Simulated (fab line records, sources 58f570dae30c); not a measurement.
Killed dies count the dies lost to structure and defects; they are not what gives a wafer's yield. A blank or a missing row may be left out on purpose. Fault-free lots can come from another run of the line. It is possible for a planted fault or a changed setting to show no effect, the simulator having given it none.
fab line records ; flow berkeleyCmos170
record: lots: 6; wafers: 16; lastDay: 12
route steps=331 shown GATE@129 M3@331
lots untouched by any fault: they come from a run of this same line in which no faults occurred
startH: start of the lot's first displayed wafer, in hours after the record's first day ; waitH: how many hours have passed since the lot's step before this one ; " unchanged from the row above ; L1.1+2: one row covering several wafers at once ; - value missing, or start not given ; * or withheld: withheld ; < > ~ a bound
route shown NAME@n: NAME is a module with steps in the file, n the number in the route of the first one ; usual: mean/standard deviation of fault-free wafers ; same: alike in all rows ; chamber/n: place in a boat ; sites: per-site readings ; _std_site: the standard deviation of these ; _edge_site: inner sites' mean taken away from outer sites' mean ; radiusMm: for every site, how far away it sits from the centre of the wafer ; mask NAME#n: copy n ; behind: the tool/chamber that last shaped the wafer ; hold: what put the lot on hold/how long, in hours/how the hold closed ; device: transistor that didn't switch, given as n, p or np ; end of line: the tests these same wafers got at the end of their route ; for a step that has no rows: nothing shown but its recipe ; killed: at the first sort, the dies lost to defects and structure; wafer yield is something else ; map: dies across one wafer; x = killed, . = not, _ = none there
set.NAME: the run value of the setting; set.NAME@STEP: its run value at that earlier step ; model.NAME: the simulator's own value behind a step, which no gauge read
a table for each step, a row for each wafer; lots at some steps of the route
services: when a tool's chamber went out of use (startH, in hours from the record's first day, below 0 if earlier), for how many hours, and the reason
== steps ==
step: UCB170_GATE_ANNEAL_03
recipe: tempC: 900; timeS: 1800; ambient: N2
step: UCB170_GATE_CVD_04
recipe: material: poly-Si; tempC: 610; precursor: SiH4; timeS: 1440; pressureMtorr: 375; targetThkNm: 214; sih4FlowSccm: 120
step: UCB170_GATE_THK_MEAS_05
recipe: reads: poly-Si_of_GATE_CVD_04
usual: GATE_POLY_THK: 213.7/2.3
lot.wafer;tool;chamber;startH;waitH;GATE_POLY_THK[nm]
L438.3;filmMetro-03;-;141.86;0.0;215.9
L438.4;filmMetro-03;-;141.86;0.0;216.9
L438.5;filmMetro-03;-;141.86;0.0;215.5
L445.1;filmMetro-04;-;177.34;0.0;212.3
L445.2;filmMetro-04;-;177.34;0.0;212.8
L445.3;filmMetro-04;-;177.34;0.0;211.5
L446.6;filmMetro-01;-;187.26;0.1;213.6
L456.2;filmMetro-04;-;229.54;0.0;214.1
L456.5;filmMetro-04;-;229.54;0.0;213.7
L456.6;filmMetro-04;-;229.54;0.0;213.9
L459.3;filmMetro-04;-;252.57;0.0;213.2
L459.5;filmMetro-04;-;252.57;0.0;211.9
L459.6;filmMetro-04;-;252.57;0.0;212.8
L460.2;filmMetro-01;-;252.61;0.1;218.3
L460.3;filmMetro-01;-;252.61;0.1;217.5
L460.5;filmMetro-01;-;252.61;0.1;218.1
step: UCB170_GATE_COAT_06
recipe: resist: BARC; tempC: withheld; timeS: withheld; spinRpm: 3000; resistThkNm: withheld
step: UCB170_GATE_COAT_07
recipe: resist: KrF; spinRpm: 1500; resistThkNm: 900
step: UCB170_GATE_SOFTBAKE_08
recipe: resist: KrF; tempC: 130; timeS: 60
step: UCB170_GATE_EXPOSE_09
recipe: maskId: POLY; targetCdNm: 350; na: 0.5; sigmaOuter: 0.6; sourceShape: conventional; doseMj: 21
step: UCB170_GATE_PEB_10
recipe: pebTempC: 130; pebTimeS: withheld; resist: KrF
step: UCB170_GATE_DEVELOP_11
recipe: developer: TMAH; developTimeS: 45; resist: KrF; devTempC: 21
step: UCB170_GATE_CD_MEAS_12
recipe: targetCdNm: 350
usual: cdNm: 350.3/1.4
lot.wafer;tool;chamber;startH;waitH;cdNm
L438.3;cdSem-01;-;143.70;-;351.0
L438.4;cdSem-01;-;143.70;-;351.5
L438.5;cdSem-01;-;143.70;-;351.5
L445.1;cdSem-02;-;178.48;-;348.9
L445.2;cdSem-02;-;178.48;-;348.4
L445.3;cdSem-02;-;178.48;-;348.1
L446.6;cdSem-02;-;188.80;-;349.8
L456.2;cdSem-01;-;231.72;-;351.4
L456.5;cdSem-01;-;231.72;-;350.0
L456.6;cdSem-01;-;231.72;-;350.5
L459.3;cdSem-02;-;254.37;-;351.3
L459.5;cdSem-02;-;254.37;-;352.1
L459.6;cdSem-02;-;254.37;-;351.8
L460.2;cdSem-02;-;254.52;-;348.9
L460.3;cdSem-02;-;254.52;-;349.9
L460.5;cdSem-02;-;254.52;-;349.8
step: UCB170_GATE_OVL_MEAS_13
usual: GATE_OVL: 1/6
lot.wafer;tool;chamber;startH;waitH;GATE_OVL[nm]
L438.3;overlay-02;-;143.79;0.1;8
L438.4;overlay-02;-;143.79;0.1;10
L438.5;overlay-02;-;143.79;0.1;8
L445.1;overlay-02;-;178.60;0.1;4
L445.2;overlay-02;-;178.60;0.1;-6
L445.3;overlay-02;-;178.60;0.1;4
L446.6;overlay-02;-;188.85;0.0;1
L456.2;overlay-01;-;231.83;0.1;2
L456.5;overlay-01;-;231.83;0.1;-4
L456.6;overlay-01;-;231.83;0.1;-1
L459.3;overlay-02;-;254.46;0.1;-8
L459.5;overlay-02;-;254.46;0.1;0
L459.6;overlay-02;-;254.46;0.1;5
L460.2;overlay-02;-;254.62;0.1;-2
L460.3;overlay-02;-;254.62;0.1;3
L460.5;overlay-02;-;254.62;0.1;-2
step: UCB170_GATE_ETCH_14
recipe: chemistry: N2/H2; targetDepthA: withheld; overetchA: withheld; target: BARC; timeS: withheld; sourceW: 500; biasW: 100; pressureMtorr: 30; n2FlowSccm: 100; h2FlowSccm: 200
usual: chamberPressureMTorr: 30.00/0.034; drypumpMotorCurrentA: 5.9/0.43; oesProductAu: 1.004/0.015; throttleValvePct: 13.33/0.12
lot.wafer;tool;chamber;startH;waitH;chamberPressureMTorr;drypumpMotorCurrentA;oesProductAu;throttleValvePct
L438.3;rieDiel-01;3;143.81;0.0;29.97;5.5;1.006;13.45
L438.4;rieDiel-01;0;143.81;0.0;30.00;5.1;0.993;13.46
L438.5;rieDiel-01;2;143.81;0.0;29.98;6.3;1.011;13.32
L445.1;rieDiel-01;0;178.64;0.0;29.96;5.1;0.965;13.45
L445.2;rieDiel-01;1;178.64;0.0;30.03;5.8;1.015;13.35
L445.3;rieDiel-01;3;178.64;0.0;30.03;5.5;0.982;13.45
L446.6;rieDiel-04;0;188.88;0.0;29.98;5.8;1.017;13.36
L456.2;rieDiel-04;1;231.86;0.0;30.02;5.4;0.989;13.21
L456.5;rieDiel-04;2;231.86;0.0;29.99;6.4;1.041;13.42
L456.6;rieDiel-04;1;231.86;0.0;30.02;5.4;0.983;13.22
L459.3;rieDiel-01;0;254.51;0.0;29.98;5.1;0.981;13.42
L459.5;rieDiel-01;0;254.51;0.0;30.02;5.1;0.976;13.43
L459.6;rieDiel-01;2;254.51;0.0;29.99;6.3;0.998;13.33
L460.2;rieDiel-03;0;254.65;0.0;30.01;6.5;1.002;13.33
L460.3;rieDiel-03;2;254.65;0.0;29.99;5.7;0.983;13.38
L460.5;rieDiel-03;2;254.65;0.0;29.99;5.7;0.985;13.40
step: UCB170_GATE_ETCH_15
recipe: chemistry: HBr/Cl2; target: poly-Si; stopOn: SiO2; overEtchFrac: 0.3; icpW: 300; biasW: 150; timeS: 56.3; pressureMtorr: 15; HBr_flow_sccm: 150; Cl2_flow_sccm: 50; targetDepthA: 2782
usual: chamberPressureMTorr: 15.002/0.013; drypumpMotorCurrentA: 5.9/0.34; oesProductAu: 0.824/0.0091; throttleValvePct: 26.52/0.13
lot.wafer;tool;chamber;startH;waitH;chamberPressureMTorr;drypumpMotorCurrentA;oesProductAu;rfHoursCounterH;throttleValvePct;model.KrF_of_GATE_COAT_07.thkNm
L438.3;rieSi-02;2;143.85;-;15.010;6.0;0.838;1;26.61;778.7
L438.4;rieSi-02;1;143.85;-;14.993;5.8;0.839;1;26.31;772.5
L438.5;rieSi-02;1;143.85;-;15.001;5.8;0.839;-;26.29;775.3
L445.1;rieSi-01;0;178.68;-;15.005;6.0;0.824;51;26.75;782.8
L445.2;rieSi-01;2;178.68;-;14.997;5.8;0.824;1;26.61;803.5
L445.3;rieSi-01;3;178.68;-;14.994;6.1;0.819;13;26.46;783.7
L446.6;rieSi-01;2;188.92;-;14.997;5.8;0.815;-;26.61;803.4
L456.2;rieSi-02;1;231.90;-;14.999;5.8;0.831;1;26.32;774
L456.5;rieSi-02;1;231.90;-;14.998;5.8;0.828;-;26.32;774.7
L456.6;rieSi-02;0;231.90;-;15.012;6.7;0.834;-;26.47;777.9
L459.3;rieSi-02;1;254.55;-;14.990;5.8;0.827;1;26.32;771
L459.5;rieSi-02;0;254.55;-;15.001;6.7;0.840;-;26.44;773.4
L459.6;rieSi-02;1;254.55;-;14.997;5.8;0.829;-;26.32;771
L460.2;rieSi-01;2;254.70;-;14.994;5.8;0.836;2;26.61;783
L460.3;rieSi-01;3;254.70;-;15.026;6.1;0.828;14;26.44;780.3
L460.5;rieSi-01;2;254.70;-;14.972;5.8;0.829;-;26.63;782
step: UCB170_GATE_STRIP_16
recipe: chemistry: O2; powerW: 400; pressureMtorr: 3500; platenTempC: withheld; o2FlowSccm: 400; overashFraction: 0.5
usual: chamberPressureMTorr: 3500/3.1; drypumpMotorCurrentA: 5.6/0.32; oesProductAu: 0.724/0.0045
lot.wafer;tool;chamber;startH;waitH;chamberPressureMTorr;drypumpMotorCurrentA;oesProductAu;rfHoursCounterH
L438.3;plasmaAsher-01;0;143.93;0.1;3499;5.5;0.725;-
L438.4;plasmaAsher-01;1;143.93;0.1;3502;5.4;0.723;-
L438.5;plasmaAsher-01;0;143.93;0.1;3504;5.5;0.727;-
L445.1;plasmaAsher-04;0;178.73;0.0;3497;5.3;0.724;44
L445.2;plasmaAsher-04;1;178.73;0.0;3503;6.2;0.726;44
L445.3;plasmaAsher-04;1;178.73;0.0;3498;6.2;0.724;-
L446.6;plasmaAsher-01;1;189.01;0.1;3499;5.4;0.724;-
L456.2;plasmaAsher-01;0;231.95;0.0;3499;5.5;0.716;50
L456.5;plasmaAsher-01;1;231.95;0.0;3503;5.4;0.723;-
L456.6;plasmaAsher-01;0;231.95;0.0;3499;5.5;0.719;-
L459.3;plasmaAsher-04;0;254.63;0.1;3496;5.3;0.724;-
L459.5;plasmaAsher-04;0;254.63;0.1;3506;5.3;0.730;-
L459.6;plasmaAsher-04;1;254.63;0.1;3501;6.2;0.730;-
L460.2;plasmaAsher-01;1;254.74;0.0;3497;5.4;0.716;53
L460.3;plasmaAsher-01;0;254.74;0.0;3500;5.5;0.717;-
L460.5;plasmaAsher-01;0;254.74;0.0;3498;5.5;0.716;-
step: UCB170_M3_PROBE_99
lot.wafer;tool;chamber;startH;waitH;model.etest.pldd.lineOhmUm;model.etest.pldd.rsOhmSq;model.etest.nldd.rsOhmSq;model.etest.polyCombOverSteps.overLimit;model.etest.antennaPoly.vtShiftV
L438.3;prober-01;-;186.95;0.2;1818;1127;771.1;0;-0.008884
L438.4;prober-01;-;187.00;0.2;1761;1121;763.9;0;-0.01268
L438.5;prober-01;-;187.05;0.2;1782;1121;764;0;-0.007712
L445.1;prober-01;-;217.31;0.1;1843;1125;776.8;0;-0.009145
L445.2;prober-01;-;217.36;0.1;1876;1159;787.3;1;-0.004947
L445.3;prober-01;-;217.41;0.2;1826;1123;780.1;0;-0.007485
L446.6;prober-01;-;225.90;0.2;1971;1170;802;1;-0.003556
L456.2;prober-02;-;272.41;0.1;1828;1113;778.3;0;-0.009211
L456.5;prober-02;-;272.56;0.2;1921;1126;775.4;0;-0.004773
L456.6;prober-02;-;272.61;0.2;1876;1131;778.9;0;-0.002953
L460.2;prober-02;-;297.27;0.1;1763;1074;765.5;0;-0.009691
L460.3;prober-02;-;297.32;0.2;1807;1129;772;0;-0.009813
L460.5;prober-02;-;297.42;0.2;1812;1122;769.5;0;-0.004844
L459.3;prober-01;-;297.94;0.2;1817;1123;790.4;0;-0.007157
L459.5;prober-01;-;298.04;0.2;1875;1137;788.5;0;-0.005261
L459.6;prober-01;-;298.09;0.2;1781;1073;787.4;0;-0.01027
killed by level:class
L438.3 WELLDRIVE:geometricParticle:open=1 GATE:geometricParticle:open=1 SILICIDE:geometricParticle:short=1 M3:geometricParticle:short=1 ACTIVE:areaEtch=1
L438.4 ACTIVE:geometricParticle:short=1 V1:geometricParticle:open=1
L438.5 GATE:geometricParticle:open=2 SACOX:geometricParticle:open=1 SILICIDE:geometricParticle:short=1
L456.2 M3:geometricParticle:short=2 PWELL:geometricParticle:short=1 WELLDRIVE:geometricParticle:short=1 SILICIDE:geometricParticle:open=1
L456.5 GATE:geometricParticle:short=1
L456.6 GATE:geometricParticle:short=1 SILICIDE:geometricParticle:short=1
L460.2 SCREENOX:geometricParticle:short=2 SILICIDE:geometricParticle:open=1 M1:geometricParticle:short=1
L460.3 START:geometricParticle:short=1 SCREENOX:geometricParticle:open=1 SPACER:geometricParticle:short=1 SPACER:geometricParticle:open=1 CONTACT:geometricParticle:short=1 M2:geometricParticle:short=1
L460.5 SACOX:geometricParticle:short=1 SILICIDE:geometricParticle:open=1 V2:geometricParticle:open=1 M3:geometricParticle:open=1
L459.3 START:geometricParticle:open=1 M1:geometricParticle:open=1 V2:geometricParticle:open=1
L459.5 GATE:geometricParticle:open=1 SILICIDE:geometricParticle:open=1
L459.6 SCREENOX:geometricParticle:open=1 GATE:geometricParticle:open=1 SPACER:geometricParticle:open=1 M2:geometricParticle:short=1
== services ==
tool;chamber;startH;hours;kind
rieDiel-03;2;147.62;3.1;repair
rieDiel-01;-;149.20;0.2;repair
plasmaAsher-04;-;159.40;2.5;repair
plasmaAsher-04;-;166.23;1.9;repair
rieSi-01;2;168.65;3.5;repair
rieDiel-04;1;170.55;3.2;repair
rieDiel-04;2;182.57;-;clean
rieDiel-04;2;182.57;22.8;scheduledDown
rieDiel-01;0;205.75;-;clean
rieDiel-01;0;205.75;25.4;scheduledDown
rieDiel-01;0;205.75;25.4;ventCycle
rieDiel-01;-;223.76;14.6;pm
rieDiel-03;0;224.10;11.4;repair
rieSi-01;0;232.45;2.4;repair
rieSi-02;0;233.99;-;clean
rieSi-02;0;233.99;17.7;scheduledDown
rieSi-02;0;233.99;17.7;ventCycle
rieDiel-01;1;238.36;-;clean
rieDiel-01;1;238.36;18.3;scheduledDown
rieDiel-01;1;238.36;18.3;ventCycle
rieDiel-01;-;238.51;13.1;repair
rieDiel-01;3;242.60;17.1;repair
plasmaAsher-04;-;247.78;1.3;repair
rieDiel-04;1;253.29;6.0;repair
== key ==
firstSign none at tools or gauges
modelEffect: step: UCB170_GATE_ETCH_15; value: KrF_of_GATE_COAT_07.thkNm; without: 779.6; struck: 803.5
modelEffect: step: UCB170_M3_PROBE_99; value: etest.pldd.lineOhmUm; without: 1835; struck: 1923
metAt UCB170_GATE_ETCH_15
struckWafers L445.2,L446.6
sortLeftOut L445.2,L446.6
testerLeftOut L445,L446
earlierFault: kind: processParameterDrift; tool: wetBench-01; chamber: 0; onsetH: 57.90; steps: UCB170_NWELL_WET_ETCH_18; channel: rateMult; offset: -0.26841; shape: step; endH: 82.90
fault: kind: processParameterDrift; tool: rieSi-01; chamber: 2; onsetH: 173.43; steps: UCB170_GATE_ETCH_15; channel: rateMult; offset: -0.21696; shape: step; endH: 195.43
testerLeftOut: of these lots the tester's yield and bins aren't shown, on N5 and GAA mostly nor the transistor test; their killed dies are dies lost to structure and defects alone, not to doping, threshold or leakage, so they don't give the yield
sortLeftOut: the simulated sort isn't trusted on such a fault, so these wafers' sort isn't shown, and their yield isn't known
